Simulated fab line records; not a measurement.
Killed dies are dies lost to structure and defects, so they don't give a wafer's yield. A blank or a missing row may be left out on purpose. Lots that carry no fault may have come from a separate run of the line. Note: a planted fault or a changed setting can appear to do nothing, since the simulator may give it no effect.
What tool caused it? -- flow rit cmos -- 15 lots with 45 wafers sampled at 2 steps, on a route of 202 steps

WHAT EACH GAUGE READ, for each wafer
RIT_M1_OVL_MEAS_10.
lot,measured,on,M1_OVL (nm)
L624,day 3 12:09,overlay-02,3.1 3.6 1.9
L626,day 3 21:59,overlay-01,-1.0 1.3 0.8
L627,day 4 02:02,overlay-01,-1.2 -2.0 -0.8
L628,day 4 06:59,overlay-01,0.8 0.8 1.8
L629,day 4 12:26,overlay-01,0.3 1.6 1.2
L630,day 4 17:14,overlay-01,-2.2 -2.2 -2.0
L631,day 4 22:55,overlay-02,0.4 1.0 1.7
L632,day 5 03:10,overlay-02,1.7 2.8 3.9
L633,day 5 08:28,overlay-01,-0.4 0.9 1.3
L634,day 5 13:01,overlay-01,1.8 0.0 0.8
L635,day 5 19:35,overlay-02,0.7 1.2 1.0
L639,day 6 13:46,overlay-01,3.6 1.7 1.1
L640,day 6 20:26,overlay-01,241.8 242.6 239.2 240.2 241.4 238.2
L642,day 7 05:04,overlay-02,242.1 241.0 240.6 240.3 240.0 238.2
L644,day 7 15:44,overlay-01,240.3 241.5 241.9 238.6 239.5 240.8

EACH LOT AND THE TOOL THAT RAN IT (in order: tool; ch and the chambers of the sampled wafers; start)
lot,RIT_M1_EXPOSE_06
L624,"iline stepper-02 ch 0, day 3 11:36"
L626,"iline stepper-01 ch 0, day 3 21:26"
L627,"iline stepper-01 ch 0, day 4 01:29"
L628,"iline stepper-02 ch 0, day 4 06:27"
L629,"iline stepper-02 ch 0, day 4 11:55"
L630,"iline stepper-01 ch 0, day 4 16:41"
L631,"iline stepper-02 ch 0, day 4 22:22"
L632,"iline stepper-01 ch 0, day 5 02:39"
L633,"iline stepper-01 ch 0, day 5 07:55"
L634,"iline stepper-01 ch 0, day 5 12:29"
L635,"iline stepper-02 ch 0, day 5 19:05"
L639,"iline stepper-01 ch 0, day 6 13:14"
L640,"iline stepper-02 ch 0, day 6 19:53"
L642,"iline stepper-02 ch 0, day 7 04:31"
L644,"iline stepper-02 ch 0, day 7 15:11"
- RIT_M1_EXPOSE_06: exposes mask M12, target cd 2600 nm.

WHAT THE TOOLS THEMSELVES READ (means of the sampled wafers that have a number; where no wafer has one, the mark that the record gives instead)
RIT_M1_EXPOSE_06.
lot,tool,focus offset nm (nm)
L624,iline stepper-02,0.2
L626,iline stepper-01,-1.0
L627,iline stepper-01,-0.7
L628,iline stepper-02,0.6
L629,iline stepper-02,-0.1
L630,iline stepper-01,0.1
L631,iline stepper-02,0.2
L632,iline stepper-01,-0.4
L633,iline stepper-01,0.4
L634,iline stepper-01,-0.2
L635,iline stepper-02,0.6
L639,iline stepper-01,-0.2
L640,iline stepper-02,-0.7
L642,iline stepper-02,0.1
L644,iline stepper-02,-0.9

THE ANSWER, worked out from the rows above alone
Rule: the usual values come from the lots themselves. The widest of any qualifying gaps counts: lots, ordered by their means at a reading, are off when they make up no more than a third of the lots, leave a main group of 4 or more, and stand apart from it by 3 or more times the standard deviation of that group's means. A main group is skipped when, at the precision printed for the reading in the tables above, its means are all equal. Also off: a lot with no number at a reading for which 4 or more lots have one. All remaining lots with rows at the step are treated as sound. First the gauges in route order, then the tools' own readings, where a lot's mean is used as printed above. At the first step where some lot is off, the reading lying furthest off is the one used; lots without a number count as furthest.
Off: L640, L642, L644, seen at RIT_M1_OVL_MEAS_10 (M1_OVL). Mean 0.9 nm and standard deviation 1.4 in the main group.
A tool fits if, at a process step before that reading, it ran every lot that is off, and no sound lot after the first of them. Those tools and the gauges at RIT_M1_OVL_MEAS_10 are tried in the same way. One candidate fits, namely iline stepper-02 at RIT_M1_EXPOSE_06. A fault onset in the window from L635 (day 5 19:05, its last sound lot) to L640 (day 6 19:53, its first lot off) fits.

WHAT THE SIMULATOR PUT IN
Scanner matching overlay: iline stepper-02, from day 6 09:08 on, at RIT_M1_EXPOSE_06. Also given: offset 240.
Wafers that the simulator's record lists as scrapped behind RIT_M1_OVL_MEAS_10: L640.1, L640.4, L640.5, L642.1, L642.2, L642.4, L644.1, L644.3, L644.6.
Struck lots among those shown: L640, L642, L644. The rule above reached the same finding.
